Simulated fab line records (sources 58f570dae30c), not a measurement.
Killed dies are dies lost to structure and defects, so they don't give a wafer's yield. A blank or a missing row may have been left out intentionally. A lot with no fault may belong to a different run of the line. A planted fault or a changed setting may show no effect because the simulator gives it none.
fab line records -- flow berkeleyCmos170
record lots=15, wafers=45, lastDay=12
route steps=331 shown PSD@179
lots that met no fault: from a run of the same line without faults
startH: the number of hours between the record's first day and the start of the first shown wafer of the lot -- waitH: hours elapsed since this lot's preceding step -- " unchanged from the row above -- L1.1+2: a row that stands for several wafers -- - value missing, or start not given -- * or withheld: withheld -- < > ~ a bound
route shown NAME@n: NAME is a module with steps in the file, n the number in the route of the first one -- usual: the fault-free wafers' mean and standard deviation -- same: alike in all rows -- chamber/n: place in a boat -- sites: readings site by site -- _std_site: how widely they spread, as a standard deviation -- _edge_site: inner sites' mean taken away from outer sites' mean -- radiusMm: for every site, how far away it sits from the centre of the wafer -- mask NAME#n: copy n -- behind: tool/chamber where the wafer was last shaped -- hold: why the lot was held/for how many hours/how that ended -- device: the transistor (n, p or np) that didn't switch -- end of line: the same wafers' tests at the end of the route -- a step given without rows: its recipe and nothing more -- killed: the dies lost at the first sort to structure and to defects; this is not the yield of the wafer -- map: shows each die of a wafer: x if killed, . if not, _ if none is there
set.NAME: setting as actually run; set.NAME@STEP: the setting as run at that earlier step -- model.NAME: the simulator's own value behind a step, which no gauge read
a sample of lots followed through the steps of the route, with each step as a table and each wafer as a row
## steps
# step UCB170_PSD_PEB_04
# recipe pebTempC=130, pebTimeS=withheld, resist=KrF
# usual chillPlateTempC=23.01/0.11, exhaustPa=44.9/0.85
lot.wafer,tool,chamber,startH,waitH,chillPlateTempC,exhaustPa
L218.2,lithoTrack-03,0,121.24,0.4,22.85,45.4
L218.4,lithoTrack-03,0,121.24,0.4,22.98,45.4
L218.6,lithoTrack-03,0,121.24,0.4,22.93,43.7
L219.3,lithoTrack-04,0,126.01,0.3,22.72,45.0
L219.4,lithoTrack-04,0,126.01,0.3,22.80,44.6
L219.5,lithoTrack-04,0,126.01,0.3,22.92,43.9
L221.1,lithoTrack-02,0,146.59,0.6,22.84,45.4
L221.2,lithoTrack-02,0,146.59,0.6,23.03,44.3
L221.4,lithoTrack-02,0,146.59,0.6,23.04,44.6
L225.1,lithoTrack-03,-,153.91,0.7,-,-
L225.5,lithoTrack-03,-,153.91,0.7,-,-
L225.6,lithoTrack-03,-,153.91,0.7,-,-
L223.2,lithoTrack-04,-,154.11,0.6,-,-
L223.4,lithoTrack-04,-,154.11,0.6,-,-
L223.5,lithoTrack-04,-,154.11,0.6,-,-
L224.4,lithoTrack-02,-,154.19,0.6,-,-
L224.5,lithoTrack-02,-,154.19,0.6,-,-
L224.6,lithoTrack-02,-,154.19,0.6,-,-
L226.1,lithoTrack-04,0,154.63,0.5,23.15,44.0
L226.2,lithoTrack-04,0,154.63,0.5,22.92,45.2
L226.5,lithoTrack-04,0,154.63,0.5,23.01,44.8
L229.1,lithoTrack-04,0,177.12,0.7,23.11,44.2
L229.2,lithoTrack-04,0,177.12,0.7,23.15,43.9
L229.5,lithoTrack-04,0,177.12,0.7,23.06,44.9
L232.3,lithoTrack-04,0,198.45,0.1,23.01,43.9
L232.4,lithoTrack-04,0,198.45,0.1,23.01,44.7
L232.6,lithoTrack-04,0,198.45,0.1,23.04,45.0
L233.2,lithoTrack-04,0,198.70,0.1,23.08,45.7
L233.3,lithoTrack-04,0,198.70,0.1,23.08,45.2
L233.4,lithoTrack-04,0,198.70,0.1,23.21,45.9
L234.2,lithoTrack-04,0,206.71,0.1,23.05,43.5
L234.4,lithoTrack-04,0,206.71,0.1,23.08,44.8
L234.5,lithoTrack-04,0,206.71,0.1,23.06,43.4
L237.3,lithoTrack-02,0,223.09,0.1,23.02,44.3
L237.4,lithoTrack-02,0,223.09,0.1,22.96,44.5
L237.6,lithoTrack-02,0,223.09,0.1,22.93,45.2
L236.1,lithoTrack-04,0,229.67,0.3,23.10,44.7
L236.2,lithoTrack-04,0,229.67,0.3,23.14,46.8
L236.6,lithoTrack-04,0,229.67,0.3,23.11,44.5
L240.1,lithoTrack-02,0,243.36,0.1,22.86,44.3
L240.3,lithoTrack-02,0,243.36,0.1,22.98,45.1
L240.5,lithoTrack-02,0,243.36,0.1,23.07,45.1
L241.1,lithoTrack-03,0,243.60,0.1,22.92,44.5
L241.2,lithoTrack-03,0,243.60,0.1,23.05,43.0
L241.4,lithoTrack-03,0,243.60,0.1,23.02,42.8
## key
firstSign step=UCB170_PSD_PEB_04, reading=toolRecord, direction=missing
effect none on later readings
metAt UCB170_PSD_PEB_04
struckLots L223,L224,L225
sortLeftOut L223.2,L223.4,L223.5,L224.4,L224.5,L224.6,L225.1,L225.5,L225.6
testerLeftOut L223,L224,L225
onsetBetween 146.59 153.91
fault kind=skippedStepWhole, tool=lithoTrack-02,lithoTrack-03,lithoTrack-04, chamber=-, onsetH=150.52, steps=UCB170_PSD_PEB_04, scope=struckLotsOnly
# testerLeftOut: of these lots the tester's yield and bins aren't shown, on N5 and GAA mostly nor the transistor test; their killed dies are dies lost to structure and defects alone, not to doping, threshold or leakage, so they don't give the yield
# sortLeftOut: the simulated sort isn't trusted on such a fault, so these wafers' sort isn't shown, and their yield isn't known
